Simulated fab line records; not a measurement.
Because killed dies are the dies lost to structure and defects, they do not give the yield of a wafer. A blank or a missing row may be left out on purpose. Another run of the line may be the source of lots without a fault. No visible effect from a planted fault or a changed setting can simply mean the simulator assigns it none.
Comparing a struck lot with a sound one -- flow ritCmos -- 23 steps out of a route of 202
Sound: these wafers, L125.3, L125.5, L125.6. Wafers struck: L121.1, L121.2, L121.3. Last of all comes the cause.
For every step that has rows: the tool of each side, followed by ch and its chambers, followed by its first start. Under that, the readings that differ: sound wafers -- struck wafers -- difference of the means -- sigmas: that difference in standard deviations of wafers without a fault.
alike: words and numbers the same on both sides, and readings whose means are apart by under 2 such deviations; not compared: readings that were withheld, readings missing a value for some wafer, numbers with overlapping values and no deviation given by the record, and bounds like >300 which may hide the same value.
A row with sigmas, a row that says differs or no value, or rows on one side alone: a step with any of these is where the two part. When numbers do not overlap yet have no deviation, they are printed without sigmas and do not part them. A reading that every wafer of one side lacks parts them only if that side has two wafers or more.

RIT_SDANNEAL_RS_MEAS_06: uses a four-point probe to measure.
  sound on filmMetro-01 at day 6 04:12; struck on filmMetro-04 at day 5 10:38
reading,sound,struck,difference,sigmas
PLDD_RS (ohm/sq),177.1 177.5 177.0,178.7 179.0 179.1,+1.7,+3
RIT_SDANNEAL_RS_MEAS_07: uses a four-point probe to measure.
  sound on filmMetro-01 at day 6 04:19; struck on filmMetro-04 at day 5 10:45
  alike: NLDD_RS
then, 1 step without rows for these wafers: RIT_SILICIDE_WET_ETCH_00 (etches SiO2 in BOE, target depth 14 nm, time 15 s).
RIT_SILICIDE_SPUTTER_01: material Ti, target thk 30 nm, time 240 s.
  sound on pvdSputter-03 at day 6 04:25; struck on pvdSputter-04 at day 5 10:53
  alike: cathodeDcPowerW, throttleValvePct
RIT_SILICIDE_RS_MEAS_02: uses a four-point probe to measure.
  sound on filmMetro-04 at day 6 04:36; struck on filmMetro-02 at day 5 11:02
  alike: SILICIDE_TI_RS
RIT_SILICIDE_THK_MEAS_03: measures by xrf.
  sound on filmMetro-04 at day 6 04:42; struck on filmMetro-02 at day 5 11:10
  alike: SILICIDE_TI_THK
RIT_SILICIDE_RTA_04: time 10 s, ramp up 5 s, ramp down 5 s.
  sound on rtpAnneal-01 ch 0, day 6 04:46; struck on rtpAnneal-01 ch 0, day 5 11:13
  alike: wafer_temp_C_max
then, 1 step without rows for these wafers: RIT_SILICIDE_WET_ETCH_05 (etches Ti in SPM, time 120 s).
RIT_SILICIDE_RTA_06: time 10 s, ramp up 5 s, ramp down 10 s.
  sound on rtpAnneal-02 ch 0, day 6 04:52; struck on rtpAnneal-02 ch 0, day 5 11:19
  alike: wafer_temp_C_max
RIT_CONTACT_CVD_00: deposits SiO2 from TEOS, target thk 400 nm, time 61 s.
  sound on pecvd-04 ch 0,2, day 6 04:55; struck on pecvd-02 ch 0,1,2, day 5 11:23
  alike: heaterPowerW
RIT_CONTACT_THK_MEAS_01:
  sound on filmMetro-01 at day 6 04:59; struck on filmMetro-01 at day 5 11:26
  alike: CONTACT_TEOS_THK
then, 1 step without rows for these wafers: RIT_CONTACT_HMDS_02 (prime time 60 s).
RIT_CONTACT_COAT_03: resist thk 1000 nm.
  sound on lithoTrack-03 ch 0, day 6 05:14; struck on lithoTrack-02 ch 0, day 5 11:39
reading,sound,struck,difference,sigmas
spinSpeedRpm (rpm),3248.9 3250.4 3250.1,3771.2 3766.0 3769.5,+519.1,+99 or more
model.NOVOLAK_of_CONTACT_COAT_03.thkNm (nm),997.5 997.5 1004,928.7 928.9 929.6,-70.6,
then, 4 steps without rows for these wafers: RIT_CONTACT_SOFTBAKE_04 (time 60 s); RIT_CONTACT_EXPOSE_05 (exposes mask M11, target cd 1000 nm); RIT_CONTACT_PEB_06; RIT_CONTACT_DEVELOP_07 (develop time 120 s).
RIT_CONTACT_CD_MEAS_08: the cd target is 1000 nm.
  sound on cdSem-02 at day 6 06:10; struck on cdSem-02 at day 5 12:28
  alike: cdNm
RIT_CONTACT_OVL_MEAS_09:
  sound on overlay-02 at day 6 06:15; struck on overlay-02 at day 5 12:35
  alike: CONTACT_OVL
then, 1 step without rows for these wafers: RIT_CONTACT_HARDBAKE_10 (time 60 s).
RIT_CONTACT_ETCH_11: etches SiO2 in CHF3/CF4/Ar, stops on TiSi2, target depth 480 nm, time 320 s.
  sound on rieDiel-01 ch 0,2,3, day 6 06:25; struck on rieDiel-02 ch 1,2,3, day 5 12:47
reading,sound,struck,difference,sigmas
model.NOVOLAK_of_CONTACT_COAT_03.thkNm (nm),765.7 761.5 770.2,706.5 708.1 706.1,-58.9,
  alike: drypumpMotorCurrentA, oesProductAu, throttleValvePct
  not compared: rfHoursCounterH, model.CONTACT.cdNm
RIT_CONTACT_STRIP_12: strips in O2, time 180 s.
  sound on plasmaAsher-02 ch 0,1, day 6 06:41; struck on plasmaAsher-04 ch 0,1, day 5 12:59
  alike: drypumpMotorCurrentA
  not compared: rfHoursCounterH
next, for these wafers, 1 step has no rows: RIT_M1_PROBE_99.

== WHERE THEY PART ==
At RIT_SDANNEAL_RS_MEAS_06 first; at RIT_CONTACT_COAT_03 last (within this record only). Later steps at which nothing parts them and some readings are alike: RIT_CONTACT_CD_MEAS_08, RIT_CONTACT_OVL_MEAS_09, RIT_CONTACT_ETCH_11, RIT_CONTACT_STRIP_12.

WHY: the cause the simulator had injected
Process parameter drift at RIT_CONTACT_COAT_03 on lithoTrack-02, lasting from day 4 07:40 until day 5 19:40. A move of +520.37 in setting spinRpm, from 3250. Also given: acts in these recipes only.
